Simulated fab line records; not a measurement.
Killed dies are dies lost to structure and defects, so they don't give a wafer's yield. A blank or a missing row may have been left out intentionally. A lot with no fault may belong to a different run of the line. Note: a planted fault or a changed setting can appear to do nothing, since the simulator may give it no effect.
fab line records ; flow ritCmos
record lots=6; wafers=18; lastDay=7
route steps=202 shown CONTACT@172 M1@184
lots untouched by any fault: they come from a run of this same line in which no faults occurred
startH: hours from the record's opening day to when the first of the lot's shown wafers began ; waitH: how many hours have passed since the lot's step before this one ; " same as the row above ; L1.1+2: a single row standing in for several wafers ; - value missing, or start not given ; * or withheld: withheld ; < > ~ a bound
route shown NAME@n: NAME is a module with steps in the file, n the number in the route of the first one ; usual: mean/standard deviation taken from wafers without a fault ; same: alike in all rows ; chamber/n: place in a boat ; sites: each site's reading ; _std_site: standard deviation of those values ; _edge_site: mean of outer sites minus mean of inner sites ; radiusMm: how far each site lies from the wafer's centre ; mask NAME#n: copy n ; behind: the tool/chamber that last shaped the wafer ; hold: cause of the lot's hold/its duration in hours/its outcome ; device: the n, p or np transistor that did not switch ; end of line: the tests these same wafers got at the end of their route ; a step with no rows: only its recipe ; killed: dies that structure and defects cost at the first sort, which is not the same as the wafer's yield ; map: a wafer's dies, marking killed ones x, the rest . and places with no die _
set.NAME: the setting as run; set.NAME@STEP: as run at that earlier step ; model.NAME: the simulator's own value behind a step, which no gauge read
lots at some steps of the route; a table a step, a row a wafer
services: from which hour (startH, from the record's first day; less than 0 if before it) a tool's chamber was out of use, for how many hours, and why
## steps
# step RIT_CONTACT_SOFTBAKE_04
# recipe resist=NOVOLAK; tempC=90; timeS=60
# step RIT_CONTACT_EXPOSE_05
# recipe maskId=M11; na=0.6; sourceShape=conventional; sigmaOuter=0.5; targetCdNm=1000; doseMj=250
# step RIT_CONTACT_PEB_06
# recipe resist=NOVOLAK; tempC=withheld; timeS=withheld
# step RIT_CONTACT_DEVELOP_07
# recipe resist=NOVOLAK; developTimeS=120; devTempC=23
# step RIT_CONTACT_CD_MEAS_08
# recipe targetCdNm=1000
# usual cdNm=999.5/2
lot.wafer;tool;chamber;startH;waitH;cdNm
L312.1;cdSem-01;-;57.36;-;1001.2
L312.2;cdSem-01;-;57.36;-;999.7
L312.3;cdSem-01;-;57.36;-;1000.4
L319.1;cdSem-01;-;90.17;-;996.0
L319.2;cdSem-01;-;90.17;-;998.9
L319.6;cdSem-01;-;90.17;-;998.3
L324.3;cdSem-02;-;115.99;-;1001.1
L324.4;cdSem-02;-;115.99;-;1000.0
L324.5;cdSem-02;-;115.99;-;1001.1
L327.1;cdSem-02;-;127.18;-;998.7
L327.2;cdSem-02;-;127.18;-;997.4
L327.5;cdSem-02;-;127.18;-;1000.2
L330.1;cdSem-02;-;143.79;-;1000.5
L330.4;cdSem-02;-;143.79;-;1000.9
L330.5;cdSem-02;-;143.79;-;1002.3
L332.2;cdSem-01;-;153.45;-;1001.7
L332.4;cdSem-01;-;153.45;-;1001.7
L332.5;cdSem-01;-;153.45;-;1000.2
# step RIT_CONTACT_OVL_MEAS_09
# usual CONTACT_OVL=0.0/1.3
lot.wafer;tool;chamber;startH;waitH;CONTACT_OVL[nm]
L312.1;overlay-01;-;57.48;0.1;-0.2
L312.2;overlay-01;-;57.48;0.1;0.4
L312.3;overlay-01;-;57.48;0.1;1.5
L319.1;overlay-01;-;90.29;0.1;-1.1
L319.2;overlay-01;-;90.29;0.1;-1.8
L319.6;overlay-01;-;90.29;0.1;-2.2
L324.3;overlay-02;-;116.08;0.1;0.9
L324.4;overlay-02;-;116.08;0.1;0.1
L324.5;overlay-02;-;116.08;0.1;3.6
L327.1;overlay-01;-;127.30;0.1;0.7
L327.2;overlay-01;-;127.30;0.1;0.9
L327.5;overlay-01;-;127.30;0.1;1.7
L330.1;overlay-02;-;143.91;0.1;-0.4
L330.4;overlay-02;-;143.91;0.1;-1.7
L330.5;overlay-02;-;143.91;0.1;-0.2
L332.2;overlay-02;-;153.56;0.1;2.2
L332.4;overlay-02;-;153.56;0.1;0.2
L332.5;overlay-02;-;153.56;0.1;-1.1
# step RIT_CONTACT_HARDBAKE_10
# recipe resist=NOVOLAK; tempC=140; timeS=60
# step RIT_CONTACT_ETCH_11
# recipe targetDepthA=4800; overEtchFrac=0.2; stopOn=TiSi2; chemistry=CHF3/CF4/Ar; target=SiO2; CHF3_flow_sccm=50; cf4FlowSccm=10; Ar_flow_sccm=100; O2_flow_sccm=5; pressureMtorr=100; rfW=200; timeS=320
# usual CHF3_flow_sccm=50.02/0.16; drypumpMotorCurrentA=5.5/0.51; oesProductAu=0.983/0.015; throttleValvePct=8.83/0.13
lot.wafer;tool;chamber;startH;waitH;CHF3_flow_sccm;drypumpMotorCurrentA;oesProductAu;rfHoursCounterH;throttleValvePct
L312.1;rieDiel-03;1;57.66;0.1;50.43;5.0;0.974;1;8.70
L312.2;rieDiel-03;3;57.66;0.1;49.89;5.2;0.979;41;8.74
L312.3;rieDiel-03;0;57.66;0.1;50.10;5.6;0.981;5;8.99
L319.1;rieDiel-03;2;90.47;0.1;50.26;5.9;1.007;81;8.93
L319.2;rieDiel-03;1;90.47;0.1;49.64;5.0;0.976;2;8.70
L319.6;rieDiel-03;3;90.47;0.1;50.35;5.2;0.977;-;8.71
L324.3;rieDiel-01;1;116.26;0.1;49.93;5.0;0.985;94;8.82
L324.4;rieDiel-01;3;116.26;0.1;50.10;4.8;0.989;143;8.76
L324.5;rieDiel-01;1;116.26;0.1;49.76;5.0;0.983;-;8.81
L327.1;rieDiel-01;3;127.49;0.1;50.04;4.8;0.982;143;8.76
L327.2;rieDiel-01;2;127.49;0.1;49.74;6.1;0.998;40;8.93
L327.5;rieDiel-01;1;127.49;0.1;50.05;5.0;0.990;-;8.81
L330.1;rieDiel-02;2;144.09;0.1;50.15;5.3;0.960;9;8.59
L330.4;rieDiel-02;0;144.09;0.1;49.88;5.3;0.974;102;9.01
L330.5;rieDiel-02;2;144.09;0.1;50.10;5.3;0.959;-;8.58
L332.2;rieDiel-03;1;153.74;0.1;49.98;5.1;0.979;3;8.71
L332.4;rieDiel-03;2;153.74;0.1;50.02;5.9;1.006;83;8.93
L332.5;rieDiel-03;2;153.74;0.1;50.16;5.8;1.003;-;8.94
# step RIT_CONTACT_STRIP_12
# recipe chemistry=O2; timeS=180; resist=NOVOLAK; platenTempC=withheld; powerW=500; pressureMtorr=4000; o2FlowSccm=4000
# usual drypumpMotorCurrentA=6.0/0.5
lot.wafer;tool;chamber;startH;waitH;drypumpMotorCurrentA;rfHoursCounterH
L312.1;plasmaAsher-02;1;57.86;0.1;6.4;27
L312.2;plasmaAsher-02;0;57.86;0.1;6.0;27
L312.3;plasmaAsher-02;0;57.86;0.1;6.1;-
L319.1;plasmaAsher-01;0;90.67;0.1;6.6;46
L319.2;plasmaAsher-01;1;90.67;0.1;5.1;46
L319.6;plasmaAsher-01;0;90.67;0.1;6.6;-
L324.3;plasmaAsher-02;1;116.51;0.2;6.4;-
L324.4;plasmaAsher-02;0;116.51;0.2;6.1;-
L324.5;plasmaAsher-02;1;116.51;0.2;6.4;-
L327.1;plasmaAsher-04;0;127.68;0.1;6.0;1
L327.2;plasmaAsher-04;1;127.68;0.1;5.4;1
L327.5;plasmaAsher-04;0;127.68;0.1;6.0;-
L330.1;plasmaAsher-02;0;144.29;0.1;6.1;37
L330.4;plasmaAsher-02;1;144.29;0.1;6.4;-
L330.5;plasmaAsher-02;1;144.29;0.1;6.4;-
L332.2;plasmaAsher-01;1;153.93;0.1;5.1;52
L332.4;plasmaAsher-01;1;153.93;0.1;5.1;-
L332.5;plasmaAsher-01;1;153.93;0.1;5.1;-
# step RIT_CONTACT_CD_MEAS_90
# recipe targetCdNm=1000
# usual cdNm=999.6/2.1
lot.wafer;tool;chamber;startH;waitH;cdNm
L312.1;cdSem-01;-;58.03;0.1;1001.6
L312.2;cdSem-01;-;58.03;0.1;999.0
L312.3;cdSem-01;-;58.03;0.1;1000.8
L319.1;cdSem-01;-;90.84;0.1;995.0
L319.2;cdSem-01;-;90.84;0.1;999.3
L319.6;cdSem-01;-;90.84;0.1;997.8
L324.3;cdSem-01;-;116.67;0.1;1000.9
L324.4;cdSem-01;-;116.67;0.1;999.4
L324.5;cdSem-01;-;116.67;0.1;1000.8
L327.1;cdSem-02;-;127.85;0.1;999.0
L327.2;cdSem-02;-;127.85;0.1;997.6
L327.5;cdSem-02;-;127.85;0.1;1000.0
L330.1;cdSem-02;-;144.46;0.1;1000.9
L330.4;cdSem-02;-;144.46;0.1;1001.8
L330.5;cdSem-02;-;144.46;0.1;1002.2
L332.2;cdSem-02;-;154.13;0.1;1002.4
L332.4;cdSem-02;-;154.13;0.1;1001.1
L332.5;cdSem-02;-;154.13;0.1;999.8
# step RIT_CONTACT_CLEAN_13
# recipe chemistry=SC1; mix=3:3:50; timeS=600; tempC=75
# step RIT_CONTACT_CLEAN_14
# recipe chemistry=SC2; mix=3:3:50; timeS=600; tempC=75; dry=n2Spin
# step RIT_M1_SPUTTER_00
# recipe material=Al; targetThkNm=400; powerW=2000; chamberPressurePa=0.4; gas=Ar; timeS=500; substrateTempC=25
# usual chamberPressurePa=0.3999/0.00078; throttleValvePct=30.0/0.75
lot.wafer;tool;chamber;startH;waitH;chamberPressurePa;throttleValvePct;model.Al_of_M1_SPUTTER_00.thkNm
L312.1;pvdSputter-03;-;58.50;0.0;0.3994;29.7;406
L312.2;pvdSputter-03;-;58.50;0.0;0.4006;29.5;404.5
L312.3;pvdSputter-03;-;58.50;0.0;0.3989;29.5;402.5
L319.1;pvdSputter-04;-;91.66;0.0;0.3999;31.0;400.1
L319.2;pvdSputter-04;-;91.66;0.0;0.4007;30.5;404.4
L319.6;pvdSputter-04;-;91.66;0.0;0.4020;30.1;401.2
L324.3;pvdSputter-03;-;117.27;0.0;0.4001;29.5;371.5
L324.4;pvdSputter-03;-;117.27;0.0;0.4003;29.4;369.8
L324.5;pvdSputter-03;-;117.27;0.0;0.3996;29.6;374.3
L327.1;pvdSputter-03;-;128.50;0.0;0.4008;29.5;368.6
L327.2;pvdSputter-03;-;128.50;0.0;0.3998;29.3;372.9
L327.5;pvdSputter-03;-;128.50;0.0;0.3992;29.3;373.3
L330.1;pvdSputter-02;-;144.95;0.0;0.3982;29.5;400.5
L330.4;pvdSputter-02;-;144.95;0.0;0.4003;29.7;402.6
L330.5;pvdSputter-02;-;144.95;0.0;0.3989;29.9;403.3
L332.2;pvdSputter-02;-;154.77;0.0;0.4005;31.2;399.8
L332.4;pvdSputter-02;-;154.77;0.0;0.3997;29.5;406.2
L332.5;pvdSputter-02;-;154.77;0.0;0.3986;31.0;401.5
# step RIT_M1_RS_MEAS_01
# recipe thkMeasGauge=four-point-probe; reads=Al_of_M1_SPUTTER_00
# usual M1_AL_RS=0.0730/0.00067
lot.wafer;tool;chamber;startH;waitH;hold;M1_AL_RS[ohm/sq]
L312.1;filmMetro-02;-;58.80;0.1;-;0.0723
L312.2;filmMetro-02;-;58.80;0.1;-;0.0728
L312.3;filmMetro-02;-;58.80;0.1;-;0.0730
L319.1;filmMetro-01;-;91.96;0.1;-;0.0736
L319.2;filmMetro-01;-;91.96;0.1;-;0.0726
L319.6;filmMetro-01;-;91.96;0.1;-;0.0733
L324.3;filmMetro-02;-;117.61;0.2;awaitDispo/0.2h/release;0.0792
L324.4;filmMetro-02;-;117.61;0.2;awaitDispo/0.2h/release;0.0797
L324.5;filmMetro-02;-;117.61;0.2;awaitDispo/0.2h/release;0.0785
L324.3;filmMetro-02;-;117.89;0.3;-;0.0794
L324.4;filmMetro-02;-;117.89;0.3;-;0.0797
L324.5;filmMetro-02;-;117.89;0.3;-;0.0787
L327.1;filmMetro-04;-;128.79;0.1;awaitDispo/0.2h/release;0.0797
L327.2;filmMetro-04;-;128.79;0.1;awaitDispo/0.2h/release;0.0789
L327.5;filmMetro-04;-;128.79;0.1;awaitDispo/0.2h/release;0.0789
L327.1;filmMetro-04;-;129.08;0.3;-;0.0798
L327.2;filmMetro-04;-;129.08;0.3;-;0.0788
L327.5;filmMetro-04;-;129.08;0.3;-;0.0789
L330.1;filmMetro-02;-;145.24;0.1;-;0.0734
L330.4;filmMetro-02;-;145.24;0.1;-;0.0729
L330.5;filmMetro-02;-;145.24;0.1;-;0.0728
L332.2;filmMetro-01;-;155.08;0.2;-;0.0735
L332.4;filmMetro-01;-;155.08;0.2;-;0.0724
L332.5;filmMetro-01;-;155.08;0.2;-;0.0733
# step RIT_M1_THK_MEAS_02
# recipe thkMeasGauge=xrf; reads=Al_of_M1_SPUTTER_00
# usual M1_AL_THK=405/3.8
lot.wafer;tool;chamber;startH;waitH;hold;M1_AL_THK[nm]
L312.1;filmMetro-02;-;58.92;0.1;-;410
L312.2;filmMetro-02;-;58.92;0.1;-;411
L312.3;filmMetro-02;-;58.92;0.1;-;406
L319.1;filmMetro-01;-;92.08;0.1;-;408
L319.2;filmMetro-01;-;92.08;0.1;-;412
L319.6;filmMetro-01;-;92.08;0.1;-;406
L324.3;filmMetro-02;-;119.11;1.2;awaitDispo/0.2h/release;373
L324.4;filmMetro-02;-;119.11;1.2;awaitDispo/0.2h/release;370
L324.5;filmMetro-02;-;119.11;1.2;awaitDispo/0.2h/release;375
L324.3;filmMetro-02;-;119.33;0.2;-;372
L324.4;filmMetro-02;-;119.33;0.2;-;372
L324.5;filmMetro-02;-;119.33;0.2;-;374
L327.1;filmMetro-04;-;133.04;3.9;awaitDispo/0.2h/release;371
L327.2;filmMetro-04;-;133.04;3.9;awaitDispo/0.2h/release;374
L327.5;filmMetro-04;-;133.04;3.9;awaitDispo/0.2h/release;377
L327.1;filmMetro-04;-;133.27;0.2;-;371
L327.2;filmMetro-04;-;133.27;0.2;-;374
L327.5;filmMetro-04;-;133.27;0.2;-;376
L330.1;filmMetro-02;-;145.36;0.1;-;403
L330.4;filmMetro-02;-;145.36;0.1;-;406
L330.5;filmMetro-02;-;145.36;0.1;-;405
L332.2;filmMetro-01;-;155.19;0.1;-;403
L332.4;filmMetro-01;-;155.19;0.1;-;410
L332.5;filmMetro-01;-;155.19;0.1;-;405
# step RIT_M1_COAT_04
# recipe resist=NOVOLAK; spinRpm=2000; resistThkNm=1300
# step RIT_M1_SOFTBAKE_05
# recipe resist=NOVOLAK; tempC=90; timeS=60
# step RIT_M1_EXPOSE_06
# recipe maskId=M12; na=0.6; sourceShape=conventional; sigmaOuter=0.5; targetCdNm=2600; doseMj=250
# step RIT_M1_PEB_07
# recipe resist=NOVOLAK; tempC=withheld; timeS=withheld
# step RIT_M1_DEVELOP_08
# recipe resist=NOVOLAK; developTimeS=68; devTempC=23
# step RIT_M1_CD_MEAS_09
# recipe targetCdNm=2600
# usual cdNm=2600.8/2
lot.wafer;tool;chamber;startH;waitH;cdNm
L312.1;cdSem-02;-;60.07;-;2598.8
L312.2;cdSem-02;-;60.07;-;2598.4
L312.3;cdSem-02;-;60.07;-;2602.1
L319.1;cdSem-02;-;93.14;-;2601.5
L319.2;cdSem-02;-;93.14;-;2600.6
L319.6;cdSem-02;-;93.14;-;2600.8
L324.3;cdSem-01;-;122.25;-;2600.3
L324.4;cdSem-01;-;122.25;-;2600.1
L324.5;cdSem-01;-;122.25;-;2601.6
L327.1;cdSem-01;-;137.63;-;2601.3
L327.2;cdSem-01;-;137.63;-;2601.4
L327.5;cdSem-01;-;137.63;-;2601.2
L330.1;cdSem-01;-;146.51;-;2601.4
L330.4;cdSem-01;-;146.51;-;2601.3
L330.5;cdSem-01;-;146.51;-;2605.0
L332.2;cdSem-01;-;156.14;-;2600.7
L332.4;cdSem-01;-;156.14;-;2600.8
L332.5;cdSem-01;-;156.14;-;2600.7
# step RIT_M1_OVL_MEAS_10
# usual M1_OVL=-0.2/1.1
lot.wafer;tool;chamber;startH;waitH;M1_OVL[nm]
L312.1;overlay-02;-;60.19;0.1;0.1
L312.2;overlay-02;-;60.19;0.1;0.5
L312.3;overlay-02;-;60.19;0.1;0.6
L319.1;overlay-02;-;93.26;0.1;-0.1
L319.2;overlay-02;-;93.26;0.1;-1.3
L319.6;overlay-02;-;93.26;0.1;-1.5
L324.3;overlay-02;-;122.34;0.1;-2.6
L324.4;overlay-02;-;122.34;0.1;0.4
L324.5;overlay-02;-;122.34;0.1;0.2
L327.1;overlay-02;-;137.75;0.1;-0.9
L327.2;overlay-02;-;137.75;0.1;1.6
L327.5;overlay-02;-;137.75;0.1;-0.6
L330.1;overlay-01;-;146.63;0.1;-0.3
L330.4;overlay-01;-;146.63;0.1;0.6
L330.5;overlay-01;-;146.63;0.1;0.4
L332.2;overlay-02;-;156.25;0.1;-2.2
L332.4;overlay-02;-;156.25;0.1;-0.6
L332.5;overlay-02;-;156.25;0.1;-0.7
# step RIT_M1_HARDBAKE_11
# recipe resist=NOVOLAK; tempC=140; timeS=120
# step RIT_M1_METAL_ETCH_12
# recipe stopOn=SiO2; chemistry=Cl2/BCl3; target=Al; timeS=165; overEtchFrac=0.5; pressureMtorr=100; targetDepthA=6000; rfW=250; Cl2_flow_sccm=60; bcl3FlowSccm=50
# usual drypumpMotorCurrentA=5.83/0.28; oesProductAu=0.782/0.01; throttleValvePct=8.14/0.13
lot.wafer;tool;chamber;startH;waitH;drypumpMotorCurrentA;oesProductAu;rfHoursCounterH;throttleValvePct
L312.1;rieMetal-04;1;60.48;0.2;5.94;0.793;1;8.33
L312.2;rieMetal-04;0;60.48;0.2;5.80;0.771;1;7.94
L312.3;rieMetal-04;0;60.48;0.2;5.78;0.765;-;7.94
L319.1;rieMetal-02;1;93.69;0.2;5.56;0.775;3;8.13
L319.2;rieMetal-02;0;93.69;0.2;6.35;0.794;2;8.18
L319.6;rieMetal-02;0;93.69;0.2;6.30;0.783;-;8.18
L324.3;rieMetal-04;0;122.67;0.2;5.78;0.729;-;7.94
L324.4;rieMetal-04;1;122.67;0.2;5.95;0.744;-;8.33
L324.5;rieMetal-04;0;122.67;0.2;5.78;0.744;-;7.94
L327.1;rieMetal-03;0;138.03;0.2;5.68;0.760;38;8.24
L327.2;rieMetal-03;1;138.03;0.2;5.56;0.750;33;8.02
L327.5;rieMetal-03;0;138.03;0.2;5.68;0.762;-;8.24
L330.1;rieMetal-02;1;146.92;0.2;5.57;0.775;3;8.12
L330.4;rieMetal-02;0;146.92;0.2;6.33;0.784;-;8.19
L330.5;rieMetal-02;1;146.92;0.2;5.52;0.770;-;8.15
L332.2;rieMetal-03;1;156.53;0.2;5.59;0.778;0;8.04
L332.4;rieMetal-03;0;156.53;0.2;5.66;0.797;-;8.24
L332.5;rieMetal-03;1;156.53;0.2;5.57;0.783;-;8.02
# step RIT_M1_STRIP_13
# recipe chemistry=nmp; resist=NOVOLAK; tempC=80; timeS=600; dry=n2Spin
# step RIT_M1_PROBE_99
# usual defectLimitedYield=97.1/1.3; killedAtContacts=0.1/0.25; killedAtFrontEnd=8/3.3; killedDies=8/3.3; killedOpen=3.9/2.1; killedShort=3.8/2.2; sort_bin_3_pad_short=0.1/0.23; sort_bin_5_function=1.7/0.93; sort_bin_6_memory=1.0/0.68; sortNPass=256/3.3; sortYieldPct=97.1/1.3
# same grossDies=264; killed_at_M0_to_M3=0; killed_at_M4_up=0; killedAtBackSide=0; killedAtOther=0
lot.wafer;tool;chamber;startH;waitH;hold;defectLimitedYield[%];killedAtContacts;killedAtFrontEnd;killedDies;killedOpen;killedShort;sort_bin_3_pad_short[%];sort_bin_5_function[%];sort_bin_6_memory[%];sortNPass;sortYieldPct[%]
L312.1;prober-01;-;63.52;0.1;-;95.5;0;12;12;4;8;0.4;3.0;1.1;252;95.5
L312.2;prober-01;-;63.57;0.1;-;97.3;0;7;7;3;4;0;0.4;2.3;257;97.3
L312.3;prober-01;-;63.62;0.2;-;97.3;0;7;7;5;2;0;1.1;1.5;257;97.3
L319.1;prober-01;-;95.94;0.1;-;97.7;0;6;6;3;3;0;1.1;1.1;258;97.7
L319.2;prober-01;-;95.99;0.1;-;96.2;0;10;10;3;7;0.4;3.0;0.4;254;96.2
L319.6;prober-01;-;96.19;0.2;-;98.9;0;3;3;2;1;0;0.8;0.4;261;98.9
L324.3;prober-02;-;127.14;2.0;awaitDispo/1.9h/release;96.6;0;9;9;5;4;0;2.7;0.8;255;96.6
L324.4;prober-02;-;127.19;2.1;awaitDispo/1.9h/release;94.3;1;14;15;9;6;0;3.0;2.7;249;94.3
L324.5;prober-02;-;127.24;2.1;awaitDispo/1.9h/release;95.5;0;12;12;7;5;0;1.9;2.7;252;95.5
L327.1;prober-01;-;144.10;3.6;awaitDispo/3.5h/release;98.1;0;5;5;3;2;0;0.8;1.1;259;98.1
L327.2;prober-01;-;144.15;3.7;awaitDispo/3.5h/release;97.0;0;8;8;2;6;0;1.9;1.1;256;97.0
L327.5;prober-01;-;144.30;3.7;awaitDispo/3.5h/release;97.0;0;8;8;3;5;0.8;2.3;0;256;97.0
L330.1;prober-02;-;149.34;0.1;-;93.9;0;16;16;7;9;0.4;2.7;3.0;248;93.9
L330.4;prober-02;-;149.49;0.2;-;95.5;0;12;12;6;6;0.4;3.4;0.8;252;95.5
L330.5;prober-02;-;149.54;0.2;-;97.0;1;7;8;3;5;0;3.0;0;256;97.0
L332.2;prober-02;-;158.85;0.1;-;94.7;0;14;14;8;6;0;3.4;1.9;250;94.7
L332.4;prober-02;-;158.95;0.2;-;95.8;0;11;11;4;7;0.4;2.7;1.1;253;95.8
L332.5;prober-02;-;159.00;0.2;-;98.1;0;5;5;2;3;0;0.8;1.1;259;98.1
# killed by level:class
L312.1 GATE:geometricParticle:short=5 FOX1:geometricParticle:open=2 SPACER:geometricParticle:short=2 FOX2:geometricParticle:open=1 GATE:geometricParticle:open=1 REOX:geometricParticle:short=1
L312.2 SPACER:geometricParticle:open=2 FOX2:geometricParticle:short=1 GATE:geometricParticle:short=1 GATE:geometricParticle:open=1 SPACER:geometricParticle:short=1 SILICIDE:geometricParticle:short=1
L312.3 FOX1:geometricParticle:open=2 FOX2:geometricParticle:open=2 GATE:geometricParticle:short=1 REOX:geometricParticle:short=1 REOX:geometricParticle:open=1
L319.1 GATE:geometricParticle:short=3 GATE:geometricParticle:open=3
L319.2 GATE:geometricParticle:short=4 GATE:geometricParticle:open=3 FOX1:geometricParticle:short=1 REOX:geometricParticle:short=1 SPACER:geometricParticle:short=1
L319.6 FOX1:geometricParticle:open=1 REOX:geometricParticle:open=1 SPACER:geometricParticle:short=1
L324.3 GATE:geometricParticle:short=3 GATE:geometricParticle:open=2 SILICIDE:geometricParticle:open=2 FOX1:geometricParticle:open=1 SILICIDE:geometricParticle:short=1
L324.4 GATE:geometricParticle:short=4 FOX2:geometricParticle:open=2 GATE:geometricParticle:open=2 FOX1:geometricParticle:open=1 FOX2:geometricParticle:short=1 REOX:geometricParticle:open=1 SPACER:geometricParticle:open=1 SPACER:geometricParticle:short=1
L324.5 GATE:geometricParticle:open=5 FOX1:geometricParticle:short=2 GATE:geometricParticle:short=2 FOX2:geometricParticle:open=1 REOX:geometricParticle:short=1 REOX:geometricParticle:open=1
L327.1 GATE:geometricParticle:short=2 GATE:geometricParticle:open=1 SPACER:geometricParticle:open=1 SILICIDE:geometricParticle:open=1
L327.2 GATE:geometricParticle:short=2 SPACER:geometricParticle:short=2 FOX1:geometricParticle:short=1 GATE:geometricParticle:open=1 REOX:geometricParticle:short=1 SILICIDE:geometricParticle:open=1
L327.5 FOX1:geometricParticle:short=2 GATE:geometricParticle:open=2 FOX2:geometricParticle:short=1 GATE:geometricParticle:short=1 SILICIDE:geometricParticle:short=1 SILICIDE:geometricParticle:open=1
L330.1 SILICIDE:geometricParticle:short=3 FOX1:geometricParticle:open=2 FOX1:geometricParticle:short=2 GATE:geometricParticle:open=2 GATE:geometricParticle:short=2 SPACER:geometricParticle:short=2 REOX:geometricParticle:open=1 SPACER:geometricParticle:open=1
L330.4 GATE:geometricParticle:open=3 GATE:geometricParticle:short=2 SILICIDE:geometricParticle:open=2 SILICIDE:geometricParticle:short=2 REOX:geometricParticle:open=1 REOX:geometricParticle:short=1 SPACER:geometricParticle:short=1
L330.5 SILICIDE:geometricParticle:short=3 SILICIDE:geometricParticle:open=2 GATE:geometricParticle:open=1 SPACER:geometricParticle:short=1 CONTACT:geometricParticle:short=1
L332.2 FOX1:geometricParticle:open=3 GATE:geometricParticle:open=3 FOX1:geometricParticle:short=2 GATE:geometricParticle:short=2 REOX:geometricParticle:open=1 REOX:geometricParticle:short=1 SILICIDE:geometricParticle:short=1 SILICIDE:geometricParticle:open=1
L332.4 SILICIDE:geometricParticle:short=3 SILICIDE:geometricParticle:open=3 SPACER:geometricParticle:short=2 FOX1:geometricParticle:short=1 GATE:geometricParticle:short=1 SPACER:geometricParticle:open=1
L332.5 FOX1:geometricParticle:open=2 GATE:geometricParticle:short=2 SILICIDE:geometricParticle:short=1
# map L324.4 (x killed, . not)
________......._______
_____.............____
____.x.............___
___...........x.....__
__.....x............._
__..................._
_.....................
_..................x.x
_.....x...........x..x
_x....................
__.x............x.x.._
__.x............x...._
___.................__
____x..............___
_____.............____
________......._______
# map L327.2 (x killed, . not)
________......._______
_____..x......x...____
____...............___
___.................__
__.........x........._
__..................._
_...................x.
_.....................
_.....................
_.....................
__........x.........._
__..................._
___.................__
____x..............___
_____.....x......x____
________......._______
## services
tool;chamber;startH;hours;kind
rieDiel-01;2;34.05;8.1;repair
rieDiel-02;1;59.75;-;clean
rieDiel-02;1;59.75;12.9;scheduledDown
rieDiel-02;1;59.75;12.9;ventCycle
rieMetal-03;-;89.51;1.4;pm
rieMetal-02;0;91.56;1.2;repair
rieDiel-01;-;98.85;2.4;repair
pvdSputter-03;-;102.09;3.1;repair
plasmaAsher-04;-;108.75;9.0;pm
plasmaAsher-04;0;108.75;9.0;ventCycle
plasmaAsher-04;1;108.75;9.0;ventCycle
plasmaAsher-01;-;112.34;9.9;pm
plasmaAsher-04;0;117.75;-;clean
plasmaAsher-04;1;117.75;-;clean
rieMetal-03;-;127.16;1.6;repair
rieDiel-01;2;131.50;3.7;repair
rieMetal-03;0;156.12;-;clean
rieMetal-03;1;156.12;-;clean
## key
firstSign step=RIT_M1_RS_MEAS_01; reading=visit; direction=added
effect step=RIT_M1_RS_MEAS_01; reading=M1_AL_RS; direction=up; sigmas=9.1; usual=0.0730; struck=0.0791
effect step=RIT_M1_THK_MEAS_02; reading=visit; direction=added
effect step=RIT_M1_THK_MEAS_02; reading=M1_AL_THK; direction=down; sigmas=8.5; usual=405; struck=373
effect step=RIT_M1_METAL_ETCH_12; reading=oesProductAu; direction=down; sigmas=3.2; usual=0.782; struck=0.748
modelEffect step=RIT_M1_SPUTTER_00; value=Al_of_M1_SPUTTER_00.thkNm; without=400.8; struck=371.7
metAt RIT_M1_SPUTTER_00
struckWafers L324.3,L324.4,L324.5,L327.1,L327.2,L327.5
onsetBetween 58.50 117.27
alsoFits RIT_CONTACT_ETCH_11:rieDiel-01
fault kind=processParameterDrift; tool=pvdSputter-03; chamber=-; onsetH=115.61; steps=RIT_M1_SPUTTER_00; channel=targetThkNm; offset=-29.022; shape=step; endH=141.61; stated=400
